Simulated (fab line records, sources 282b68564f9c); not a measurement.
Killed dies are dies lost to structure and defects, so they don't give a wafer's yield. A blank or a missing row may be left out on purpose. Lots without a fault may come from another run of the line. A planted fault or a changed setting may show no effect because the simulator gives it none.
fab line records | flow rit_cmos | part 1 of 2: steps 1 to 32 of 43
record lots=5 wafers=15 last_day=6
route steps=202 shown PSD@143 SDANNEAL@153 NSD@158 PLDD@159 NLDD@160 SILICIDE@161 CONTACT@168 M1@184
lots that met no fault: from a run of the same line without faults
start_h: hours from the record's first day to the start of the lot's first wafer shown | wait_h: hours since the lot's step before | " the same as in the row above | L1.1+2: a row that stands for several wafers | - no value, or no start given | * or withheld: withheld | < > ~ a bound
route shown NAME@n: a module of which the file shows steps, and the number in the route of the first | usual: mean/standard deviation of fault-free wafers | same: alike in all rows | chamber/n: place in a boat | sites: the reading at each site | _std_site: their standard deviation | _edge_site: outer sites' mean less inner sites' | radius_mm: how far each site lies from the wafer's centre | mask NAME#n: copy n | behind: the tool/chamber that last shaped the wafer | hold: why the lot was held/for how many hours/how that ended | device: the transistor (n, p or np) that didn't switch | end of line: the same wafers' tests at the end of the route | a step without rows: its recipe alone | killed: dies lost to structure and defects at the first sort, not the wafer's yield | map: a wafer's dies, x killed, . not, _ none there
set.NAME: the setting as run; set.NAME@STEP: as run at that earlier step | model.NAME: the simulator's own value behind a step, which no gauge read
lots at some steps of the route; a table a step, a row a wafer
services: from which hour (start_h, from the record's first day; less than 0 if before it) a tool's chamber was out of use, for how many hours, and why
## steps
# step RIT_PSD_COAT_01
# recipe resist=NOVOLAK spin_rpm=3250 resist_thk_nm=1000
# columns lot.wafer tool chamber start_h wait_h
L076.2+3+4 litho_track-03 0 64.11 0.1
L077.2+5+6 litho_track-01 0 66.98 0.1
L084.1+4+5 litho_track-03 0 102.80 0.1
L085.1+4+6 litho_track-03 0 104.85 0.1
L093.1+2+3 litho_track-03 0 145.25 0.1
# step RIT_PSD_SOFTBAKE_02
# recipe resist=NOVOLAK temp_c=90 time_s=60
# columns lot.wafer tool chamber start_h wait_h
L076.2+3+4 litho_track-03 0 64.26 0.1
L077.2+5+6 litho_track-01 0 67.13 0.1
L084.1+4+5 litho_track-03 0 102.95 0.1
L085.1+4+6 litho_track-03 0 105.00 0.1
L093.1+2+3 litho_track-03 0 145.40 0.1
# step RIT_PSD_EXPOSE_03
# recipe mask_id=M10 na=0.57 target_cd_nm=40900 dose_mj=250
# same na=0.57
# columns lot.wafer tool chamber start_h wait_h mask
L076.2+3+4 iline_stepper-02 0 64.40 0.1 M10#0
L077.2+5+6 iline_stepper-02 0 67.28 0.1 M10#0
L084.1+4+5 iline_stepper-01 0 103.10 0.1 M10#0
L085.1+4+6 iline_stepper-01 0 105.15 0.1 M10#0
L093.1+2+3 iline_stepper-01 0 145.55 0.1 M10#0
# step RIT_PSD_PEB_04
# recipe resist=NOVOLAK temp_c=withheld time_s=withheld
# columns lot.wafer tool chamber start_h wait_h
L076.2+3+4 litho_track-03 0 64.52 0.1
L077.2+5+6 litho_track-01 0 67.40 0.1
L084.1+4+5 litho_track-01 0 103.22 0.1
L085.1+4+6 litho_track-03 0 105.26 0.1
L093.1+2+3 litho_track-03 0 145.67 0.1
# step RIT_PSD_DEVELOP_05
# recipe resist=NOVOLAK develop_time_s=50 dev_temp_c=23
# columns lot.wafer tool chamber start_h wait_h
L076.2+3+4 litho_track-03 0 - -
L077.2+5+6 litho_track-01 0 - -
L084.1+4+5 litho_track-01 0 - -
L085.1+4+6 litho_track-03 0 - -
L093.1+2+3 litho_track-03 0 - -
# step RIT_PSD_OVL_MEAS_06
# usual PSD_OVL=-1.3/1.6
# columns lot.wafer tool chamber start_h wait_h PSD_OVL[nm]
L076.2 overlay-01 - 64.79 - -3.9
L076.3 " - " " -1.0
L076.4 " - " " -1.3
L077.2 overlay-02 - 67.66 - -0.5
L077.5 " - " " -1.5
L077.6 " - " " -0.8
L084.1 overlay-01 - 103.50 - 0.3
L084.4 " - " " -0.3
L084.5 " - " " -0.4
L085.1 overlay-02 - 105.55 - 1.7
L085.4 " - " " 0.1
L085.6 " - " " 0.9
L093.1 overlay-02 - 145.95 - -0.8
L093.2 " - " " 1.6
L093.3 " - " " 1.3
# step RIT_PSD_HARDBAKE_07
# recipe resist=NOVOLAK temp_c=140 time_s=60
# columns lot.wafer tool chamber start_h wait_h
L076.2+3+4 litho_track-01 0 64.84 0.0
L077.2+5+6 litho_track-02 0 67.72 0.0
L084.1+4+5 litho_track-03 0 103.60 0.1
L085.1+4+6 litho_track-03 0 105.58 0.0
L093.1+2+3 litho_track-03 0 145.99 0.0
# step RIT_PSD_IMPLANT_08
# recipe species=BF2 energy_kev=27 dose_cm2=5e+15 tilt_deg=7
# columns lot.wafer tool chamber start_h wait_h
L076.2+3+4 implanter-04 0 64.99 0.1
L077.2+5+6 implanter-02 0 67.87 0.1
L084.1+4+5 implanter-01 0 103.75 0.1
L085.1+4+6 implanter-02 0 105.73 0.1
L093.1+2+3 implanter-04 0 146.14 0.1
# step RIT_PSD_STRIP_09
# recipe chemistry=O2 time_s=180 resist=NOVOLAK platen_temp_c=withheld power_w=500 pressure_mtorr=4000 o2_flow_sccm=4000
# usual drypump_motor_current_A=5.5/0.46
# columns lot.wafer tool chamber start_h wait_h drypump_motor_current_A rf_hours_counter_h
L076.2 plasma_asher-01 1 65.12 0.1 5.1 45
L076.3 " 1 " " 5.1 -
L076.4 " 0 " " 6.1 -
L077.2 plasma_asher-03 0 67.99 0.1 5.2 23
L077.5 " 0 " " 5.2 -
L077.6 " 1 " " 5.4 -
L084.1 plasma_asher-03 1 103.90 0.1 5.4 27
L084.4 " 1 " " 5.4 -
L084.5 " 1 " " 5.4 -
L085.1 plasma_asher-03 0 105.88 0.1 5.2 27
L085.4 " 0 " " 5.2 -
L085.6 " 1 " " 5.4 -
L093.1 plasma_asher-01 0 146.29 0.1 6.1 54
L093.2 " 1 " " 5.1 54
L093.3 " 1 " " 5.1 -
# step RIT_PSD_TW_MEAS_10
# usual PSD_TW=3417/20
# columns lot.wafer tool chamber start_h wait_h PSD_TW
L076.2 film_metro-02 - 65.30 0.1 3417
L076.3 " - " " 3427
L076.4 " - " " 3419
L077.2 film_metro-01 - 68.18 0.1 3410
L077.5 " - " " 3386
L077.6 " - " " 3406
L084.1 film_metro-02 - 104.08 0.1 3441
L084.4 " - " " 3431
L084.5 " - " " 3456
L085.1 film_metro-02 - 106.06 0.1 3434
L085.4 " - " " 3445
L085.6 " - " " 3415
L093.1 film_metro-01 - 146.46 0.1 3381
L093.2 " - " " 3376
L093.3 " - " " 3407
# step RIT_SDANNEAL_CLEAN_00
# recipe chemistry=SC1 mix=3:3:50 time_s=600 temp_c=75
# usual bath_heat_duty_pct=15.6/1.9
# columns lot.wafer tool chamber start_h wait_h bath_heat_duty_pct
L076.2 wet_bench-04 3 65.35 0.0 12.8
L076.3 " 3 " " 11.8
L076.4 " 3 " " 12.7
L077.2 wet_bench-04 1 68.23 0.0 16.5
L077.5 " 1 " " 14.4
L077.6 " 1 " " 15.2
L084.1 wet_bench-04 3 104.14 0.1 12.3
L084.4 " 3 " " 13.3
L084.5 " 3 " " 13.7
L085.1 wet_bench-04 3 106.12 0.1 12.7
L085.4 " 3 " " 13.4
L085.6 " 3 " " 13.3
L093.1 wet_bench-04 1 146.52 0.1 16.1
L093.2 " 1 " " 14.0
L093.3 " 1 " " 15.9
# step RIT_SDANNEAL_CLEAN_01
# recipe chemistry=dHF dilution=50:1 time_s=30
# columns lot.wafer tool chamber start_h wait_h
L076.2+3+4 wet_bench-01 1 65.53 0.0
L077.2+5+6 wet_bench-03 2 68.40 0.0
L084.1+4+5 wet_bench-03 0 104.33 0.0
L085.1+4+6 wet_bench-01 0 106.31 0.0
L093.1+2+3 wet_bench-01 1 146.71 0.0
# step RIT_SDANNEAL_CLEAN_02
# recipe chemistry=SC2 mix=3:3:50 time_s=600 temp_c=75 dry=n2_spin
# usual bath_heat_duty_pct=15.2/1.9
# columns lot.wafer tool chamber start_h wait_h bath_heat_duty_pct
L076.2 wet_bench-03 3 65.54 0.0 13.5
L076.3 " 3 " " 15.6
L076.4 " 3 " " 15.1
L077.2 wet_bench-01 0 68.42 0.0 17.9
L077.5 " 0 " " 16.3
L077.6 " 0 " " 16.3
L084.1 wet_bench-04 3 104.36 0.0 13.0
L084.4 " 3 " " 12.6
L084.5 " 3 " " 13.3
L085.1 wet_bench-03 0 106.32 0.0 16.8
L085.4 " 0 " " 17.3
L085.6 " 0 " " 17.4
L093.1 wet_bench-03 1 146.73 0.0 18.2
L093.2 " 1 " " 16.1
L093.3 " 1 " " 17.4
# step RIT_SDANNEAL_RTA_03
# recipe temp_c=1050 time_s=5 idle_temp_c=600 ramp_up_c_per_s=342 ramp_down_c_per_s=171 cool_to_c=600 ambient=N2
# usual wafer_temp_C_max=1053.6/1.3
# columns lot.wafer tool chamber start_h wait_h wafer_temp_C_max
L076.2 rtp_anneal-02 0 65.73 0.0 1056.7
L076.3 " 0 " " 1053.3
L076.4 " 0 " " 1051.8
L077.2 rtp_anneal-01 0 68.60 0.0 1051.9
L077.5 " 0 " " 1055.4
L077.6 " 0 " " 1054.7
L084.1 rtp_anneal-02 0 104.55 0.0 1055.7
L084.4 " 0 " " 1055.5
L084.5 " 0 " " 1053.6
L085.1 rtp_anneal-01 0 106.67 0.0 1053.5
L085.4 " 0 " " 1052.6
L085.6 " 0 " " 1054.8
L093.1 rtp_anneal-01 0 146.92 0.0 1052.5
L093.2 " 0 " " 1052.9
L093.3 " 0 " " 1052.8
# step RIT_SDANNEAL_RS_MEAS_04
# recipe thk_meas_gauge=four-point-probe
# usual PSD_RS=115.6/0.32
# columns lot.wafer tool chamber start_h wait_h PSD_RS[ohm/sq]
L076.2 film_metro-01 - 65.80 0.1 115.1
L076.3 " - " " 115.5
L076.4 " - " " 115.3
L077.2 film_metro-02 - 68.67 0.1 115.7
L077.5 " - " " 115.8
L077.6 " - " " 115.6
L084.1 film_metro-02 - 104.61 0.0 115.7
L084.4 " - " " 116.2
L084.5 " - " " 115.4
L085.1 film_metro-04 - 106.73 0.0 116.1
L085.4 " - " " 116.3
L085.6 " - " " 116.0
L093.1 film_metro-02 - 146.98 0.0 116.0
L093.2 " - " " 115.6
L093.3 " - " " 115.8
# step RIT_SDANNEAL_RS_MEAS_05
# recipe thk_meas_gauge=four-point-probe
# usual NSD_RS=84.4/0.33
# columns lot.wafer tool chamber start_h wait_h NSD_RS[ohm/sq]
L076.2 film_metro-01 - 65.92 0.1 84.2
L076.3 " - " " 84.2
L076.4 " - " " 84.1
L077.2 film_metro-02 - 68.79 0.1 84.4
L077.5 " - " " 84.7
L077.6 " - " " 84.3
L084.1 film_metro-02 - 104.73 0.1 84.4
L084.4 " - " " 84.5
L084.5 " - " " 84.5
L085.1 film_metro-04 - 106.85 0.1 84.5
L085.4 " - " " 84.4
L085.6 " - " " 84.4
L093.1 film_metro-02 - 147.10 0.1 83.8
L093.2 " - " " 84.0
L093.3 " - " " 84.1
# step RIT_SDANNEAL_RS_MEAS_06
# recipe thk_meas_gauge=four-point-probe
# usual PLDD_RS=178.3/0.51
# columns lot.wafer tool chamber start_h wait_h PLDD_RS[ohm/sq]
L076.2 film_metro-01 - 66.04 0.1 177.8
L076.3 " - " " 178.5
L076.4 " - " " 177.6
L077.2 film_metro-02 - 68.91 0.1 178.7
L077.5 " - " " 179.0
L077.6 " - " " 179.1
L084.1 film_metro-02 - 104.85 0.1 177.9
L084.4 " - " " 178.5
L084.5 " - " " 178.1
L085.1 film_metro-04 - 106.97 0.1 179.1
L085.4 " - " " 179.4
L085.6 " - " " 178.4
L093.1 film_metro-02 - 147.22 0.1 178.3
L093.2 " - " " 178.2
L093.3 " - " " 178.5
# step RIT_SDANNEAL_RS_MEAS_07
# recipe thk_meas_gauge=four-point-probe
# usual NLDD_RS=151.5/0.52
# columns lot.wafer tool chamber start_h wait_h NLDD_RS[ohm/sq]
L076.2 film_metro-01 - 66.16 0.1 151.4
L076.3 " - " " 151.8
L076.4 " - " " 151.6
L077.2 film_metro-02 - 69.03 0.1 152.8
L077.5 " - " " 152.8
L077.6 " - " " 152.3
L084.1 film_metro-02 - 104.97 0.1 151.9
L084.4 " - " " 151.3
L084.5 " - " " 151.8
L085.1 film_metro-04 - 107.09 0.1 152.1
L085.4 " - " " 151.9
L085.6 " - " " 152.1
L093.1 film_metro-02 - 147.34 0.1 151.6
L093.2 " - " " 151.2
L093.3 " - " " 151.8
# step RIT_SILICIDE_WET_ETCH_00
# recipe chemistry=BOE target=SiO2 target_depth_nm=14 time_s=15 dry=n2_spin dilution=10:1 temp_c=21.5
# usual bath_heat_duty_pct=1.9/0.38
# columns lot.wafer tool chamber start_h wait_h bath_heat_duty_pct
L076.2 wet_bench-02 1 66.26 0.1 1.8
L076.3 " 1 " " 1.8
L076.4 " 1 " " 1.7
L077.2 wet_bench-03 0 69.13 0.1 1.8
L077.5 " 0 " " 1.9
L077.6 " 0 " " 1.6
L084.1 wet_bench-02 1 105.09 0.1 1.8
L084.4 " 1 " " 2.1
L084.5 " 1 " " 1.2
L085.1 wet_bench-02 1 107.21 0.1 1.9
L085.4 " 1 " " 1.8
L085.6 " 1 " " 1.7
L093.1 wet_bench-02 1 147.46 0.1 1.4
L093.2 " 1 " " 1.1
L093.3 " 1 " " 2.2
# step RIT_SILICIDE_SPUTTER_01
# recipe material=Ti target_thk_nm=30 power_w=350 chamber_pressure_pa=0.667 gas=Ar time_s=240 substrate_temp_c=25
# usual throttle_valve_pct=30.1/1.2
# columns lot.wafer tool chamber start_h wait_h throttle_valve_pct
L076.2 pvd_sputter-02 - 66.27 0.0 29.1
L076.3 " - " " 29.7
L076.4 " - " " 30.8
L077.2 pvd_sputter-03 - 69.14 0.0 28.9
L077.5 " - " " 29.2
L077.6 " - " " 31.0
L084.1 pvd_sputter-02 - 105.10 0.0 31.1
L084.4 " - " " 29.9
L084.5 " - " " 29.9
L085.1 pvd_sputter-03 - 107.23 0.0 32.8
L085.4 " - " " 30.7
L085.6 " - " " 28.9
L093.1 pvd_sputter-02 - 147.47 0.0 29.1
L093.2 " - " " 30.9
L093.3 " - " " 30.7
# step RIT_SILICIDE_RS_MEAS_02
# recipe thk_meas_gauge=four-point-probe reads=Ti_of_SILICIDE_SPUTTER_01
# usual SILICIDE_TI_RS=48.0/0.72
# columns lot.wafer tool chamber start_h wait_h SILICIDE_TI_RS[ohm/sq]
L076.2 film_metro-03 - 66.44 0.1 48.3
L076.3 " - " " 47.3
L076.4 " - " " 48.5
L077.2 film_metro-02 - 69.31 0.1 48.6
L077.5 " - " " 48.8
L077.6 " - " " 48.2
L084.1 film_metro-02 - 105.25 0.1 48.6
L084.4 " - " " 47.8
L084.5 " - " " 47.6
L085.1 film_metro-03 - 107.38 0.1 47.8
L085.4 " - " " 48.3
L085.6 " - " " 48.2
L093.1 film_metro-04 - 147.62 0.1 47.6
L093.2 " - " " 47.3
L093.3 " - " " 48.9
# step RIT_SILICIDE_THK_MEAS_03
# recipe thk_meas_gauge=xrf reads=Ti_of_SILICIDE_SPUTTER_01
# usual SILICIDE_TI_THK=30.1/0.36
# columns lot.wafer tool chamber start_h wait_h SILICIDE_TI_THK[nm]
L076.2 film_metro-03 - 66.55 0.1 29.9
L076.3 " - " " 30.3
L076.4 " - " " 29.9
L077.2 film_metro-02 - 69.42 0.1 29.8
L077.5 " - " " 29.7
L077.6 " - " " 29.9
L084.1 film_metro-02 - 105.37 0.1 29.8
L084.4 " - " " 30.2
L084.5 " - " " 30.3
L085.1 film_metro-03 - 107.50 0.1 30.4
L085.4 " - " " 30.1
L085.6 " - " " 30.0
L093.1 film_metro-04 - 147.74 0.1 30.1
L093.2 " - " " 30.3
L093.3 " - " " 29.5
# step RIT_SILICIDE_RTA_04
# recipe temp_c=650 time_s=10 idle_temp_c=25 ramp_up_s=5 ramp_down_s=5 cool_to_c=25 ambient=N2
# usual wafer_temp_C_max=652.8/0.71
# columns lot.wafer tool chamber start_h wait_h wafer_temp_C_max
L076.2 rtp_anneal-01 0 66.61 0.1 653.9
L076.3 " 0 " " 653.9
L076.4 " 0 " " 654.1
L077.2 rtp_anneal-02 0 69.49 0.1 652.7
L077.5 " 0 " " 653.1
L077.6 " 0 " " 653.1
L084.1 rtp_anneal-01 0 105.43 0.1 652.7
L084.4 " 0 " " 652.4
L084.5 " 0 " " 652.6
L085.1 rtp_anneal-02 0 107.56 0.1 652.4
L085.4 " 0 " " 652.1
L085.6 " 0 " " 651.9
L093.1 rtp_anneal-02 0 147.80 0.1 653.1
L093.2 " 0 " " 652.1
L093.3 " 0 " " 652.8
# step RIT_SILICIDE_WET_ETCH_05
# recipe chemistry=SPM target=Ti temp_c=90 time_s=120 dry=n2_spin
# usual bath_heat_duty_pct=14.0/1.4
# columns lot.wafer tool chamber start_h wait_h bath_heat_duty_pct
L076.2 wet_bench-01 0 66.67 0.0 14.1
L076.3 " 0 " " 14.5
L076.4 " 0 " " 14.4
L077.2 wet_bench-03 2 69.54 0.0 14.6
L077.5 " 2 " " 12.9
L077.6 " 2 " " 13.0
L084.1 wet_bench-01 1 105.50 0.1 12.2
L084.4 " 1 " " 13.5
L084.5 " 1 " " 12.0
L085.1 wet_bench-01 0 107.62 0.1 15.5
L085.4 " 0 " " 14.9
L085.6 " 0 " " 14.6
L093.1 wet_bench-01 1 147.87 0.1 12.9
L093.2 " 1 " " 11.4
L093.3 " 1 " " 12.3
# step RIT_SILICIDE_RTA_06
# recipe temp_c=750 time_s=10 idle_temp_c=25 ramp_up_s=5 ramp_down_s=10 cool_to_c=25 ambient=N2
# usual wafer_temp_C_max=753.3/0.79
# columns lot.wafer tool chamber start_h wait_h wafer_temp_C_max
L076.2 rtp_anneal-02 0 66.72 0.0 751.8
L076.3 " 0 " " 752.9
L076.4 " 0 " " 752.6
L077.2 rtp_anneal-01 0 69.59 0.0 754.8
L077.5 " 0 " " 753.8
L077.6 " 0 " " 752.4
L084.1 rtp_anneal-02 0 105.54 0.0 754.5
L084.4 " 0 " " 753.7
L084.5 " 0 " " 753.6
L085.1 rtp_anneal-01 0 107.67 0.0 752.0
L085.4 " 0 " " 753.8
L085.6 " 0 " " 752.3
L093.1 rtp_anneal-01 0 147.91 0.0 753.9
L093.2 " 0 " " 753.4
L093.3 " 0 " " 754.5
# step RIT_CONTACT_CVD_00
# recipe material=SiO2 target_thk_nm=400 precursor=TEOS temp_c=390 time_s=61 rf_w=400
# usual heater_power_w=311/48
# columns lot.wafer tool chamber start_h wait_h heater_power_w
L076.2 pecvd-04 0 66.78 0.0 339
L076.3 " 1 " " 322
L076.4 " 0 " " 378
L077.2 pecvd-02 0 69.65 0.0 313
L077.5 " 1 " " 220
L077.6 " 0 " " 323
L084.1 pecvd-01 1 105.61 0.1 348
L084.4 " 2 " " 269
L084.5 " 0 " " 292
L085.1 pecvd-04 0 107.73 0.1 432
L085.4 " 2 " " 344
L085.6 " 0 " " 440
L093.1 pecvd-04 2 147.98 0.1 269
L093.2 " 0 " " 362
L093.3 " 1 " " 343
# step RIT_CONTACT_THK_MEAS_01
# recipe reads=SiO2_of_CONTACT_CVD_00
# usual CONTACT_TEOS_THK=400/5.1
# columns lot.wafer tool chamber start_h wait_h CONTACT_TEOS_THK[nm]
L076.2 film_metro-03 - 66.84 0.0 396
L076.3 " - " " 396
L076.4 " - " " 403
L077.2 film_metro-01 - 69.71 0.0 400
L077.5 " - " " 405
L077.6 " - " " 401
L084.1 film_metro-04 - 105.66 0.0 396
L084.4 " - " " 406
L084.5 " - " " 400
L085.1 film_metro-03 - 107.78 0.0 398
L085.4 " - " " 407
L085.6 " - " " 407
L093.1 film_metro-03 - 148.03 0.0 403
L093.2 " - " " 397
L093.3 " - " " 397
# step RIT_CONTACT_HMDS_02
# recipe prime_time_s=60 prime_temp_c=140
# same prime_time_s=60
# columns lot.wafer tool chamber start_h wait_h
L076.2+3+4 litho_track-04 0 66.91 0.1
L077.2+5+6 litho_track-03 0 69.87 0.1
L084.1+4+5 litho_track-03 0 105.73 0.1
L085.1+4+6 litho_track-01 0 107.84 0.1
L093.1+2+3 litho_track-03 0 148.31 0.3
# step RIT_CONTACT_COAT_03
# recipe resist=NOVOLAK spin_rpm=3250 resist_thk_nm=1000
# columns lot.wafer tool chamber start_h wait_h
L076.2+3+4 litho_track-04 0 67.06 0.1
L077.2+5+6 litho_track-03 0 70.02 0.1
L084.1+4+5 litho_track-03 0 105.88 0.1
L085.1+4+6 litho_track-01 0 107.99 0.1
L093.1+2+3 litho_track-03 0 148.46 0.1
# step RIT_CONTACT_SOFTBAKE_04
# recipe resist=NOVOLAK temp_c=90 time_s=60
# columns lot.wafer tool chamber start_h wait_h
L076.2+3+4 litho_track-04 0 67.21 0.1
L077.2+5+6 litho_track-03 0 70.17 0.1
L084.1+4+5 litho_track-03 0 106.03 0.1
L085.1+4+6 litho_track-01 0 108.14 0.1
L093.1+2+3 litho_track-03 0 148.61 0.1
# step RIT_CONTACT_EXPOSE_05
# recipe mask_id=M11 na=0.6 source_shape=conventional sigma_outer=0.5 target_cd_nm=1000 dose_mj=250
# same na=0.6
# columns lot.wafer tool chamber start_h wait_h mask
L076.2+3+4 iline_stepper-01 0 67.39 0.2 M11#0
L077.2+5+6 iline_stepper-01 0 70.31 0.1 M11#0
L084.1+4+5 iline_stepper-02 0 106.18 0.1 M11#0
L085.1+4+6 iline_stepper-01 0 108.49 0.3 M11#0
L093.1+2+3 iline_stepper-02 0 148.76 0.1 M11#0
# step RIT_CONTACT_PEB_06
# recipe resist=NOVOLAK temp_c=withheld time_s=withheld
# columns lot.wafer tool chamber start_h wait_h
L076.2+3+4 litho_track-04 0 67.51 0.1
L077.2+5+6 litho_track-04 0 70.43 0.1
L084.1+4+5 litho_track-01 0 106.30 0.1
L085.1+4+6 litho_track-01 0 108.60 0.1
L093.1+2+3 litho_track-01 0 148.87 0.1
